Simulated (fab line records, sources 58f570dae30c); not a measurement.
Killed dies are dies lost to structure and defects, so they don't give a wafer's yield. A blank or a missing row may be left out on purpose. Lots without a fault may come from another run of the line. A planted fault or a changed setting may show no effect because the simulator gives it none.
Tool commonality check | flow berkeley_cmos170 | 15 lots, 45 wafers sampled

WHY IT WAS OPENED
At UCB170_NSD_TW_MEAS_10 the reading NSD_TW is flagged on 3 of 15 lots. Wafers without a fault read 4217, standard deviation 34.
Rule: a lot is flagged when every wafer of it that has a number lies more than 4 standard deviations from that mean, or none has a number. The other lots count as sound.

lot  | measured     | on            | NSD_TW, wafer by wafer | flag
L817 | day 6 13:13  | film_metro-04 | 4166 4166 4165         |
L819 | day 7 07:52  | film_metro-03 | 4280 4244 4270         |
L821 | day 7 19:58  | film_metro-01 | 4232 4237 4245         |
L820 | day 7 20:07  | film_metro-04 | 4149 4165 4183         |
L822 | day 7 20:27  | film_metro-03 | 4249 4249 4265         |
L827 | day 8 06:31  | film_metro-04 | 4190 4195 4166         |
L830 | day 9 01:35  | film_metro-01 | 30 30 30               | FLAGGED
L826 | day 9 01:42  | film_metro-03 | 30 30 31               | FLAGGED
L828 | day 9 01:51  | film_metro-04 | 30 30 30               | FLAGGED
L831 | day 9 23:10  | film_metro-03 | 4257 4240 4239         |
L836 | day 10 13:37 | film_metro-04 | 4181 4163 4192         |
L837 | day 10 14:20 | film_metro-01 | 4205 4235 4196         |
L838 | day 10 21:23 | film_metro-03 | 4275 4280 4273         |
L839 | day 10 21:48 | film_metro-01 | 4258 4226 4205         |
L840 | day 10 22:43 | film_metro-04 | 4201 4187 4195         |
The numbers of the flagged lots are 30 on average: -4187 against the usual, or -99 or more standard deviations.

WHICH TOOL RAN EACH LOT
The record holds 3 process steps before the reading, out of a route of 331 steps. In each cell: the tool, then ch and the chambers that the sampled wafers went through, then the start.
lot  | flag    | UCB170_GATE_STRIP_16                 | UCB170_PSD_STRIP_09                  | UCB170_NSD_STRIP_09
L817 |         | plasma_asher-02 ch 0,1, day 5 22:20  | plasma_asher-01 ch 0,1, day 6 11:29  | plasma_asher-03 ch 0,1, day 6 13:07
L819 |         | plasma_asher-03 ch 0,1, day 6 18:31  | plasma_asher-03 ch 1, day 7 05:42    | plasma_asher-02 ch 1, day 7 07:46
L821 |         | plasma_asher-04 ch 0,1, day 7 04:46  | plasma_asher-04 ch 0,1, day 7 15:03  | plasma_asher-02 ch 0,1, day 7 19:52
L820 |         | plasma_asher-03 ch 0,1, day 7 04:47  | plasma_asher-01 ch 0,1, day 7 15:21  | plasma_asher-04 ch 0,1, day 7 20:02
L822 |         | plasma_asher-02 ch 0,1, day 7 04:55  | plasma_asher-04 ch 0,1, day 7 15:47  | plasma_asher-03 ch 0,1, day 7 20:21
L827 |         | plasma_asher-04 ch 0,1, day 7 16:05  | plasma_asher-03 ch 0,1, day 8 04:33  | plasma_asher-03 ch 0,1, day 8 06:25
L830 | FLAGGED | plasma_asher-04 ch 0,1, day 8 10:40  | plasma_asher-04 ch 0, day 8 22:34    | plasma_asher-02 ch 0,1, day 9 01:28
L826 | FLAGGED | plasma_asher-02 ch 1, day 8 11:02    | plasma_asher-01 ch 1, day 8 22:41    | plasma_asher-03 ch 0,1, day 9 01:35
L828 | FLAGGED | plasma_asher-03 ch 0, day 8 10:47    | plasma_asher-04 ch 0, day 8 22:51    | plasma_asher-02 ch 0,1, day 9 01:45
L831 |         | plasma_asher-03 ch 0,1, day 9 10:01  | plasma_asher-04 ch 0,1, day 9 19:31  | plasma_asher-02 ch 0,1, day 9 23:03
L836 |         | plasma_asher-03 ch 0,1, day 9 23:16  | plasma_asher-04 ch 0,1, day 10 10:17 | plasma_asher-02 ch 0,1, day 10 13:31
L837 |         | plasma_asher-04 ch 0,1, day 9 23:32  | plasma_asher-01 ch 0,1, day 10 10:32 | plasma_asher-03 ch 0,1, day 10 14:14
L838 |         | plasma_asher-03 ch 0, day 10 10:10   | plasma_asher-03 ch 0, day 10 19:11   | plasma_asher-03 ch 0,1, day 10 21:16
L839 |         | plasma_asher-03 ch 0,1, day 10 09:38 | plasma_asher-04 ch 0,1, day 10 19:16 | plasma_asher-04 ch 0,1, day 10 21:42
L840 |         | plasma_asher-02 ch 0,1, day 10 09:56 | plasma_asher-04 ch 0,1, day 10 19:50 | plasma_asher-02 ch 0,1, day 10 22:38
What these steps do:
- UCB170_GATE_STRIP_16: strips in O2.
- UCB170_PSD_STRIP_09: strips in O2.
- UCB170_NSD_STRIP_09: strips in O2.
- UCB170_NSD_TW_MEAS_10

FLAGGED OVER TOTAL, TOOL BY TOOL (the gauges that took the reading come last)
step                  | tool            | lots run | flagged | share of the flagged lots | sound lots run after its first flagged lot
UCB170_GATE_STRIP_16  | plasma_asher-02 | 4        | 1       | some                      | 1 (L840)
UCB170_GATE_STRIP_16  | plasma_asher-03 | 7        | 1       | some                      | 4 (L831,L836,L839,L838)
UCB170_GATE_STRIP_16  | plasma_asher-04 | 4        | 1       | some                      | 1 (L837)
UCB170_PSD_STRIP_09   | plasma_asher-01 | 4        | 1       | some                      | 1 (L837)
UCB170_PSD_STRIP_09   | plasma_asher-03 | 3        | 0       | none                      | -
UCB170_PSD_STRIP_09   | plasma_asher-04 | 8        | 2       | some                      | 4 (L831,L836,L839,L840)
UCB170_NSD_STRIP_09   | plasma_asher-02 | 7        | 2       | some                      | 3 (L831,L836,L840)
UCB170_NSD_STRIP_09   | plasma_asher-03 | 6        | 1       | some                      | 2 (L837,L838)
UCB170_NSD_STRIP_09   | plasma_asher-04 | 2        | 0       | none                      | -
UCB170_NSD_TW_MEAS_10 | film_metro-01   | 4        | 1       | some                      | 2 (L837,L839)
UCB170_NSD_TW_MEAS_10 | film_metro-03   | 5        | 1       | some                      | 2 (L831,L838)
UCB170_NSD_TW_MEAS_10 | film_metro-04   | 6        | 1       | some                      | 2 (L836,L840)

WHAT THE TABLE ALLOWS
No row of the table ran every flagged lot.

WHAT THE SIMULATOR HAD PUT IN
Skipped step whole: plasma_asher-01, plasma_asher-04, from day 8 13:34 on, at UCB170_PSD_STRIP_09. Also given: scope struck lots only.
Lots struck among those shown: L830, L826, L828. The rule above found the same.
